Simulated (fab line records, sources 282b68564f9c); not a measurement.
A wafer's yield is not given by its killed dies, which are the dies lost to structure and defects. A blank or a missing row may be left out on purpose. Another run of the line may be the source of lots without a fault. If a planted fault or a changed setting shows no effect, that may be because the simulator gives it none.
Which of the tools did it? | flow rit-cmos | 15 lots, 45 wafers sampled, at 4 steps of a route of 202

== WHAT THE GAUGES READ, wafer by wafer ==
RIT_CONTACT_OVL_MEAS_09. Usual: for CONTACT_OVL the level is 0.3 nm and the standard deviation is 1.4.
lot  | measured    | on         | CONTACT_OVL (nm)  | flag
L827 | day 3 14:59 | overlay-02 | -2.4 -2.2 -1.1    |
L828 | day 3 19:20 | overlay-01 | -2.5 -1.3 -3.5    |
L829 | day 4 00:24 | overlay-02 | 0.6 -1.0 0.4      |
L830 | day 4 06:31 | overlay-01 | -0.4 2.2 -0.6     |
L831 | day 4 13:18 | overlay-02 | -0.7 1.7 0.1      |
L832 | day 4 15:40 | overlay-02 | -1.6 -1.3 0.7     |
L836 | day 5 08:24 | overlay-01 | -0.7 -0.6 1.0     |
L840 | day 6 02:18 | overlay-01 | 348.7 349.4 350.3 | OFF
L841 | day 6 04:13 | overlay-02 | 348.4 350.5 349.0 | OFF
L842 | day 6 14:48 | overlay-01 | 348.5 346.5 347.7 | OFF
L844 | day 6 23:28 | overlay-01 | -1.3 0.6 -0.5     |
L845 | day 7 03:58 | overlay-01 | 1.8 2.4 -0.2      |
L846 | day 7 05:23 | overlay-02 | 1.2 0.6 0.1       |
L848 | day 7 19:26 | overlay-02 | -0.5 0.7 1.9      |
L849 | day 8 02:00 | overlay-02 | 1.0 2.6 2.1       |

== EACH LOT AND THE TOOL THAT RAN IT (in order: tool; ch and the chambers of the sampled wafers; start) ==
lot  | RIT_PSD_STRIP_09                    | RIT_SDANNEAL_RTA_03             | RIT_CONTACT_EXPOSE_05
L827 | plasma-asher-01 ch 0,1, day 3 11:46 | rtp-anneal-01 ch 0, day 3 12:43 | iline-stepper-02 ch 0, day 3 14:21
L828 | plasma-asher-03 ch 0,1, day 3 16:16 | rtp-anneal-02 ch 0, day 3 17:02 | iline-stepper-02 ch 0, day 3 18:42
L829 | plasma-asher-04 ch 0,1, day 3 21:30 | rtp-anneal-01 ch 0, day 3 22:08 | iline-stepper-02 ch 0, day 3 23:46
L830 | plasma-asher-01 ch 1, day 4 03:36   | rtp-anneal-02 ch 0, day 4 04:13 | iline-stepper-02 ch 0, day 4 05:53
L831 | plasma-asher-03 ch 0,1, day 4 10:19 | rtp-anneal-01 ch 0, day 4 10:55 | iline-stepper-01 ch 0, day 4 12:40
L832 | plasma-asher-01 ch 0,1, day 4 12:44 | rtp-anneal-02 ch 0, day 4 13:18 | iline-stepper-02 ch 0, day 4 15:04
L836 | plasma-asher-01 ch 0,1, day 5 05:32 | rtp-anneal-02 ch 0, day 5 06:08 | iline-stepper-01 ch 0, day 5 07:46
L840 | plasma-asher-03 ch 0,1, day 5 23:23 | rtp-anneal-02 ch 0, day 5 23:58 | iline-stepper-02 ch 0, day 6 01:41
L841 | plasma-asher-04 ch 0,1, day 6 01:21 | rtp-anneal-01 ch 0, day 6 01:57 | iline-stepper-02 ch 0, day 6 03:35
L842 | plasma-asher-01 ch 0,1, day 6 11:51 | rtp-anneal-02 ch 0, day 6 12:29 | iline-stepper-02 ch 0, day 6 14:07
L844 | plasma-asher-03 ch 0,1, day 6 20:23 | rtp-anneal-02 ch 0, day 6 21:01 | iline-stepper-01 ch 0, day 6 22:52
L845 | plasma-asher-04 ch 0,1, day 7 01:01 | rtp-anneal-01 ch 0, day 7 01:37 | iline-stepper-01 ch 0, day 7 03:20
L846 | plasma-asher-01 ch 0,1, day 7 02:30 | rtp-anneal-02 ch 0, day 7 03:06 | iline-stepper-01 ch 0, day 7 04:44
L848 | plasma-asher-04 ch 0,1, day 7 16:27 | rtp-anneal-02 ch 0, day 7 17:03 | iline-stepper-01 ch 0, day 7 18:47
L849 | plasma-asher-04 ch 0,1, day 7 23:11 | rtp-anneal-01 ch 0, day 7 23:45 | iline-stepper-01 ch 0, day 8 01:23
- RIT_PSD_STRIP_09: strips in O2, time 180 s.
- RIT_SDANNEAL_RTA_03: time 5 s.
- RIT_CONTACT_EXPOSE_05: exposes mask M11, target cd 1000 nm.

== WHAT THE TOOLS THEMSELVES READ (means of the sampled wafers that have a number; where no wafer has one, the mark that the record gives instead) ==
RIT_PSD_STRIP_09. Usual: drypump-motor-current-A 5.7 A, standard deviation 0.3; rf-refl-power-W 5.8 W, standard deviation 1.4.
lot  | tool            | drypump-motor-current-A (A) | rf-refl-power-W (W) | flag
L827 | plasma-asher-01 | 6.0                         | 7.4                 |
L828 | plasma-asher-03 | 5.5                         | 6.8                 |
L829 | plasma-asher-04 | 5.6                         | 4.2                 |
L830 | plasma-asher-01 | 5.6                         | 5.9                 |
L831 | plasma-asher-03 | 5.5                         | 6.8                 |
L832 | plasma-asher-01 | 6.0                         | 7.3                 |
L836 | plasma-asher-01 | 6.0                         | 7.1                 |
L840 | plasma-asher-03 | 5.5                         | 6.8                 |
L841 | plasma-asher-04 | 5.4                         | 4.7                 |
L842 | plasma-asher-01 | 6.0                         | 7.2                 |
L844 | plasma-asher-03 | 5.6                         | 6.2                 |
L845 | plasma-asher-04 | 5.4                         | 4.7                 |
L846 | plasma-asher-01 | 5.8                         | 6.8                 |
L848 | plasma-asher-04 | 5.4                         | 4.5                 |
L849 | plasma-asher-04 | 5.6                         | 4.3                 |

RIT_SDANNEAL_RTA_03. Usual: 1053.5 for wafer_temp_C_max, sd 1.2.
lot  | tool          | wafer_temp_C_max | flag
L827 | rtp-anneal-01 | 1053.4           |
L828 | rtp-anneal-02 | 1052.1           |
L829 | rtp-anneal-01 | 1052.8           |
L830 | rtp-anneal-02 | 1052.6           |
L831 | rtp-anneal-01 | 1053.2           |
L832 | rtp-anneal-02 | 1052.6           |
L836 | rtp-anneal-02 | 1054.0           |
L840 | rtp-anneal-02 | 1054.0           |
L841 | rtp-anneal-01 | 1054.1           |
L842 | rtp-anneal-02 | 1053.2           |
L844 | rtp-anneal-02 | 1054.9           |
L845 | rtp-anneal-01 | 1053.1           |
L846 | rtp-anneal-02 | 1054.3           |
L848 | rtp-anneal-02 | 1055.2           |
L849 | rtp-anneal-01 | 1053.9           |

RIT_CONTACT_EXPOSE_05. Usual: 22.98 C for reticle-temp-C, sd 0.12.
lot  | tool             | reticle-temp-C (C) | flag
L827 | iline-stepper-02 | 22.96              |
L828 | iline-stepper-02 | 22.94              |
L829 | iline-stepper-02 | 22.93              |
L830 | iline-stepper-02 | 23.05              |
L831 | iline-stepper-01 | 22.96              |
L832 | iline-stepper-02 | 23.11              |
L836 | iline-stepper-01 | 22.85              |
L840 | iline-stepper-02 | 22.91              |
L841 | iline-stepper-02 | 22.98              |
L842 | iline-stepper-02 | 23.02              |
L844 | iline-stepper-01 | 23.03              |
L845 | iline-stepper-01 | 23.02              |
L846 | iline-stepper-01 | 23.07              |
L848 | iline-stepper-01 | 22.86              |
L849 | iline-stepper-01 | 22.97              |

== THE ANSWER, worked out from the rows above alone ==
Rule: lot off if the mean of its wafers having a number is beyond 3 standard deviations from the usual mean. Also off: a lot with no number at a reading for which 4 or more lots have one. Any other lot the step has rows for is counted as sound. First the gauges in route order, then the tools' own readings, where a lot's mean is used as printed above. The first step at which some lot is off is used, and at that step the reading that is off furthest; a lot without a number counts as furthest.
Off: L840, L841, L842, seen at RIT_CONTACT_OVL_MEAS_09 (CONTACT_OVL).
If a tool, at a process step before that reading, ran all the lots that are off and no sound lot after the first of them, it fits. The gauges at RIT_CONTACT_OVL_MEAS_09 are tried like those tools. One fits: iline-stepper-02 at RIT_CONTACT_EXPOSE_05. A fault onset in the window from L832 (day 4 15:04, its last sound lot) to L840 (day 6 01:41, its first lot off) fits.

== WHAT WAS PUT IN BY THE SIMULATOR ==
Scanner matching overlay: iline-stepper-02, from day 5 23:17 on, at RIT_CONTACT_EXPOSE_05. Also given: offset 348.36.
Lots struck among those shown: L840, L841, L842. The rule given above showed the same thing.
